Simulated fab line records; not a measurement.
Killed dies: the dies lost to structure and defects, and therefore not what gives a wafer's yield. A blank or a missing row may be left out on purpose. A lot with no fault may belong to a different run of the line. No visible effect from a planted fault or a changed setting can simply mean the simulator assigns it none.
Comparing a struck lot with a sound one | flow rit_cmos | 30 steps out of a route of 202
Sound: these wafers, L111.1, L111.5, L111.6. The struck wafers were L118.1, L118.3, L118.4. At the end, the cause is stated.
At each step with rows: each side's tool, then ch and its chambers, then its first start. Under that, the readings that differ: sound wafers | struck wafers | difference of the means | sigmas: that difference in standard deviations of wafers without a fault.
alike: words and numbers the same on both sides, and readings whose means are apart by under 2 such deviations; not compared: readings that were withheld, readings missing a value for some wafer, numbers with overlapping values and no deviation given by the record, and bounds like >300 which may hide the same value.
The two part at a step that has a row with sigmas, a row that says differs or no value, or rows on one side only. When numbers do not overlap yet have no deviation, they are printed without sigmas and do not part them. Lack of a reading on every wafer of one side parts them only where that side has two or more wafers.

RIT_FOX2_THK_MEAS_01:
  sound: film_metro-03 at day 2 04:19; struck: film_metro-04 at day 3 15:32
  alike: FOX2_OXIDE_THK
then, 2 steps without rows for these wafers: RIT_FOX2_CLEAN_02 (cleans in dHF, time 180 s); RIT_FOX2_WET_ETCH_03 (etches Si3N4 in H3PO4, target depth 195 nm, time 2700 s).
RIT_FOX2_THK_MEAS_90:
  sound: film_metro-04 at day 2 05:11; struck: film_metro-04 at day 3 16:25
  alike: FIELD_OXIDE_LEFT_1_THK
then, 6 steps without rows for these wafers: RIT_NWELL_HMDS_00 (prime time 62.11 s); RIT_NWELL_COAT_01 (resist thk 1300 nm); RIT_NWELL_SOFTBAKE_02 (time 60 s); RIT_NWELL_EXPOSE_03 (exposes mask M2, target cd 43900 nm); RIT_NWELL_PEB_04; RIT_NWELL_DEVELOP_05 (develop time 68 s).
RIT_NWELL_OVL_MEAS_06:
  sound: overlay-02 at day 2 06:15; struck: overlay-02 at day 3 17:29
  alike: NWELL_OVL
then, 1 step without rows for these wafers: RIT_NWELL_HARDBAKE_07 (time 120 s).
RIT_NWELL_IMPLANT_08:
  sound on implanter-04 ch 0, day 2 06:32; struck on implanter-04 ch 0, day 3 17:46
  reading            | sound                     | struck                        | difference | sigmas
  dose_ions_cm2      | 5.003e+13 5e+13 4.996e+13 | 5.803e+13 5.802e+13 5.805e+13 | +8.037e+12 | +99 or more
  faraday_current_uA | 157 157 154               | 179 184 187                   | +27        | +9
RIT_NWELL_STRIP_09: strips in O2, time 180 s.
  sound on plasma_asher-01 ch 0,1, day 2 06:41; struck on plasma_asher-01 ch 0,1, day 3 17:55
  alike: chamber_pressure_mTorr, drypump_motor_current_A
  not compared: rf_hours_counter_h
RIT_NWELL_TW_MEAS_10:
  sound: film_metro-03 at day 2 06:52; struck: film_metro-02 at day 3 18:05
  reading  | sound          | struck         | difference | sigmas
  NWELL_TW | 2147 2150 2161 | 2260 2259 2260 | +107       | +9
then, 2 steps without rows for these wafers: RIT_PWELL_HMDS_00 (prime time 60 s); RIT_PWELL_COAT_01 (resist thk 1300 nm).
RIT_PWELL_SOFTBAKE_02: time 61.31 s.
  sound on litho_track-03 ch 0, day 2 07:13; struck on litho_track-04 ch 0, day 3 18:27
  reading                | sound             | struck            | difference | sigmas
  chill_plate_temp_C (C) | 23.07 23.04 23.07 | 22.76 22.81 22.97 | -0.21      | -2
  alike: plate_sensor_t_centre_C, plate_sensor_t_edge_C
then, 3 steps without rows for these wafers: RIT_PWELL_EXPOSE_03 (exposes mask M3, target cd 43700 nm); RIT_PWELL_PEB_04; RIT_PWELL_DEVELOP_05 (develop time 68 s).
RIT_PWELL_OVL_MEAS_06:
  sound: overlay-02 at day 2 07:48; struck: overlay-02 at day 3 19:02
  alike: PWELL_OVL
then, 2 steps without rows for these wafers: RIT_PWELL_HARDBAKE_07 (time 120 s); RIT_PWELL_IMPLANT_08.
RIT_PWELL_STRIP_09: strips in O2, time 180 s.
  sound on plasma_asher-01 ch 0,1, day 2 08:14; struck on plasma_asher-04 ch 0,1, day 3 19:28
  alike: chamber_pressure_mTorr, drypump_motor_current_A
  not compared: rf_hours_counter_h
RIT_PWELL_TW_MEAS_10:
  sound: film_metro-03 at day 2 08:25; struck: film_metro-04 at day 3 19:39
  alike: PWELL_TW
then, 1 step without rows for these wafers: RIT_WELLDRIVE_ANNEAL_00 (time 14700 s).
RIT_WELLDRIVE_RS_MEAS_01: measures by four-point-probe.
  sound: film_metro-03 at day 2 13:34; struck: film_metro-04 at day 4 00:47
  reading           | sound             | struck            | difference | sigmas
  NWELL_RS (ohm/sq) | 275.2 275.1 274.9 | 251.2 250.9 251.3 | -23.9      | -36
RIT_WELLDRIVE_RS_MEAS_02: measures by four-point-probe.
  sound: film_metro-03 at day 2 13:41; struck: film_metro-04 at day 4 00:55
  alike: PWELL_RS
RIT_M1_PROBE_99:
  sound: prober-02 at day 3 19:41; struck: prober-01 at day 5 06:07
  reading                                 | sound                | struck               | difference | sigmas
  model.etest.nwell_pinched.rs_ohm_sq     | 345.7 332.6 338.7    | 308.3 306.3 308      | -31.5      |
  model.etest.well_edge_left.line_ohm_um  | 181.1 181.1 182.3    | 162.9 163.7 159.7    | -19.4      |
  model.etest.well_edge_right.line_ohm_um | 182.5 183 182.2      | 165.4 163.2 161.1    | -19.3      |
  model.etest.field_p_metal.vt_v (V)      | -28.7 -29.58 -29.3   | -31.77 -31.02 -31.98 | -2.40      |
  model.etest.field_p.vt_v (V)            | -12.51 -12.43 -12.43 | -13.58 -13.59 -13.63 | -1.14      |
  model.etest.iso_nwell_nwell.bv_v (V)    | 22.26 21.96 22.1     | 21.46 20.94 21.29    | -0.88      |
  model.etest.diode_pplus_nwell.bv_v (V)  | 6.701 6.527 6.671    | 6.211 6.259 6.277    | -0.384     |
  model.etest.vpnp.gain                   | 1.049 1.036 1.038    | 0.9006 0.9062 0.9167 | -0.1332    |
  alike: killed_at_M0_to_M3, killed_at_contacts, killed_at_front_end, killed_dies, killed_open, killed_short

## WHERE THEY PART
Earliest at RIT_NWELL_IMPLANT_08; latest, in this record, at RIT_WELLDRIVE_RS_MEAS_01. Later steps at which nothing parts them and some readings are alike: RIT_WELLDRIVE_RS_MEAS_02, RIT_M1_PROBE_99.

WHY: whatever the simulator had introduced
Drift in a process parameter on implanter-04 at RIT_NWELL_IMPLANT_08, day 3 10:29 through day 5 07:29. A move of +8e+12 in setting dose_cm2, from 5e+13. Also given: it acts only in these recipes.
